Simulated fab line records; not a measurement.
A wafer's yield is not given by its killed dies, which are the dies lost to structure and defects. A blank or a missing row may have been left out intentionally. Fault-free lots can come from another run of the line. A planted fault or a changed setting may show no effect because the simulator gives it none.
fab line records -- flow rit_cmos
record lots=14, wafers=42, last_day=8
route steps=202 shown GATE@76 M1@202
lots that met no fault: from a run of the same line without faults
start_h: the number of hours between the record's first day and the start of the first shown wafer of the lot -- wait_h: time in hours since the lot's previous step -- " unchanged from the row above -- L1.1+2: one row covering several wafers at once -- - either no value or no given start -- * or withheld: withheld -- < > ~ a bound
route shown NAME@n: names a module that has steps shown in the file, with the first one's number in the route -- usual: average and standard deviation across the fault-free wafers -- same: alike in all rows -- chamber/n: place in a boat -- sites: the reading at each site -- _std_site: standard deviation across them -- _edge_site: mean of outer sites minus mean of inner sites -- radius_mm: for every site, how far away it sits from the centre of the wafer -- mask NAME#n: copy n -- behind: the tool/chamber that last shaped the wafer -- hold: reason for holding the lot/hours on hold/outcome of the hold -- device: the transistor (n, p or np) that didn't switch -- end of line: tests of these same wafers at the route's end -- where a step has no rows: the recipe by itself -- killed: the dies lost at the first sort to structure and to defects; this is not the yield of the wafer -- map: a wafer's dies, x killed, . not, _ none there
set.NAME: the setting that was run; set.NAME@STEP: the one run at that earlier step -- model.NAME: the simulator's own value behind a step, which no gauge read
the route's steps for a sample of lots (tables are steps, rows are wafers)
## steps
# step RIT_GATE_CLEAN_01
# recipe chemistry=SC1, mix=3:3:50, time_s=600, temp_c=75
lot.wafer,tool,chamber,start_h,wait_h
L731.4+5+6,wet_bench-04,3,40.98,0.0
L732.3+4+5,wet_bench-03,2,45.62,0.0
L733.1+2+5,wet_bench-02,3,50.82,0.0
L735.1+3+4,wet_bench-04,1,62.31,0.0
L736.3+4+5,wet_bench-02,0,70.70,0.0
L737.1+3+4,wet_bench-03,2,77.24,0.0
L739.2+4+5,wet_bench-02,2,85.42,0.0
L740.3+4+5,wet_bench-02,2,89.86,0.0
L741.1+2+3,wet_bench-02,0,93.35,0.0
L744.1+4+6,wet_bench-04,3,106.08,0.0
L746.1+2+4,wet_bench-02,2,117.73,0.0
L748.1+2+6,wet_bench-02,3,123.92,0.0
L749.1+2+3,wet_bench-03,3,129.44,0.0
L753.1+2+3,wet_bench-04,0,150.63,0.0
# step RIT_M1_PROBE_99
# usual killed_at_M0_to_M3=0.0/0.12, killed_at_contacts=0.0/0.16, killed_at_front_end=7.5/2.8, killed_dies=7.6/2.9, killed_on_rim=2.1/1.4, killed_open=3.7/2, killed_short=3.8/2
# same gross_dies=264, killed_at_M4_up=0, killed_at_back_side=0, killed_at_other=0
lot.wafer,tool,chamber,start_h,wait_h,killed_at_M0_to_M3,killed_at_contacts,killed_at_front_end,killed_dies,killed_on_rim,killed_open,killed_short
L735.1,prober-02,-,95.60,0.1,0,0,12,12,4,7,5
L735.3,prober-02,-,95.70,0.2,0,0,4,4,1,2,2
L735.4,prober-02,-,95.75,0.2,0,0,2,2,0,0,2
L736.3,prober-01,-,100.95,0.2,0,0,10,10,5,6,4
L736.4,prober-01,-,101.00,0.2,0,0,7,7,3,5,2
L736.5,prober-01,-,101.05,0.2,0,0,5,5,1,1,4
L737.1,prober-02,-,105.14,0.1,0,0,5,5,1,2,3
L737.3,prober-02,-,105.24,0.2,0,0,7,7,2,6,1
L737.4,prober-02,-,105.29,0.2,0,0,6,6,0,2,4
L746.1,prober-02,-,146.07,0.1,0,0,43,43,13,5,2
L746.2,prober-02,-,146.12,0.1,0,0,40,40,9,1,4
L746.4,prober-02,-,146.22,0.2,0,0,46,46,11,4,6
L748.1,prober-02,-,151.46,0.1,0,0,42,42,7,3,3
L748.2,prober-02,-,151.51,0.1,0,0,54,54,12,4,7
L748.6,prober-02,-,151.71,0.2,0,0,45,45,8,3,2
# killed by level:class
L735.1 GATE:geometric_particle:open=4 FOX2:geometric_particle:open=2 SILICIDE:geometric_particle:short=2 FOX1:geometric_particle:short=1 FOX1:geometric_particle:open=1 GATE:geometric_particle:short=1 SPACER:geometric_particle:short=1
L735.3 SPACER:geometric_particle:open=2 GATE:geometric_particle:short=1 REOX:geometric_particle:short=1
L735.4 FOX1:geometric_particle:short=1 GATE:geometric_particle:short=1
L736.3 FOX1:geometric_particle:open=3 GATE:geometric_particle:short=2 GATE:geometric_particle:open=1 REOX:geometric_particle:open=1 REOX:geometric_particle:short=1 SPACER:geometric_particle:open=1 SILICIDE:geometric_particle:short=1
L736.4 FOX1:geometric_particle:open=2 FOX1:geometric_particle:short=1 GATE:geometric_particle:open=1 REOX:geometric_particle:open=1 SPACER:geometric_particle:short=1 SILICIDE:geometric_particle:open=1
L736.5 GATE:geometric_particle:short=3 GATE:geometric_particle:open=1 REOX:geometric_particle:short=1
L737.1 GATE:geometric_particle:short=1 GATE:geometric_particle:open=1 SPACER:geometric_particle:open=1 SPACER:geometric_particle:short=1 SILICIDE:geometric_particle:short=1
L737.3 GATE:geometric_particle:open=3 SPACER:geometric_particle:open=2 FOX1:geometric_particle:short=1 FOX2:geometric_particle:open=1
L737.4 GATE:geometric_particle:short=2 SILICIDE:geometric_particle:short=2 GATE:geometric_particle:open=1 SILICIDE:geometric_particle:open=1
L746.1 GATE:unspecified=36 GATE:geometric_particle:open=4 FOX2:geometric_particle:short=1 GATE:geometric_particle:short=1 SPACER:geometric_particle:open=1
L746.2 GATE:unspecified=35 SILICIDE:geometric_particle:short=2 FOX2:geometric_particle:short=1 SPACER:geometric_particle:short=1 SPACER:geometric_particle:open=1
L746.4 GATE:unspecified=36 FOX2:geometric_particle:short=2 GATE:geometric_particle:short=2 FOX2:geometric_particle:open=1 GATE:geometric_particle:open=1 REOX:geometric_particle:open=1 REOX:geometric_particle:short=1 SPACER:geometric_particle:open=1
L748.1 GATE:unspecified=35 SPACER:geometric_particle:short=1 FOX2:geometric_particle:open=1 GATE:geometric_particle:short=1 GATE:geometric_particle:open=1 REOX:geometric_particle:open=1 REOX:geometric_particle:short=1 PSD:coat_microbubble_printed=1
L748.2 GATE:unspecified=43 REOX:geometric_particle:short=3 GATE:geometric_particle:short=2 REOX:geometric_particle:open=2 FOX1:geometric_particle:short=1 GATE:geometric_particle:open=1 SILICIDE:geometric_particle:open=1 SILICIDE:geometric_particle:short=1
L748.6 GATE:unspecified=40 REOX:geometric_particle:short=2 GATE:geometric_particle:open=1 REOX:geometric_particle:open=1 SILICIDE:geometric_particle:open=1
## key
first_sign step=RIT_M1_PROBE_99, reading=killed_at_front_end, direction=up, sigmas=13, usual=7.5, struck=45
effect step=RIT_M1_PROBE_99, reading=killed_dies, direction=up, sigmas=13, usual=7.6, struck=45
met_at RIT_GATE_CLEAN_01
struck_lots L746,L748
tester_left_out L746,L748
onset_between 93.35 117.73
fault kind=chamber_particle_source, tool=wet_bench-02, chamber=-, onset_h=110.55, steps=RIT_GATE_CLEAN_01, rate_per_visit_cm2=2.0568, end_h=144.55
# tester_left_out: of these lots the tester's yield and bins aren't shown, on N5 and GAA mostly nor the transistor test; their killed dies are dies lost to structure and defects alone, not to doping, threshold or leakage, so they don't give the yield
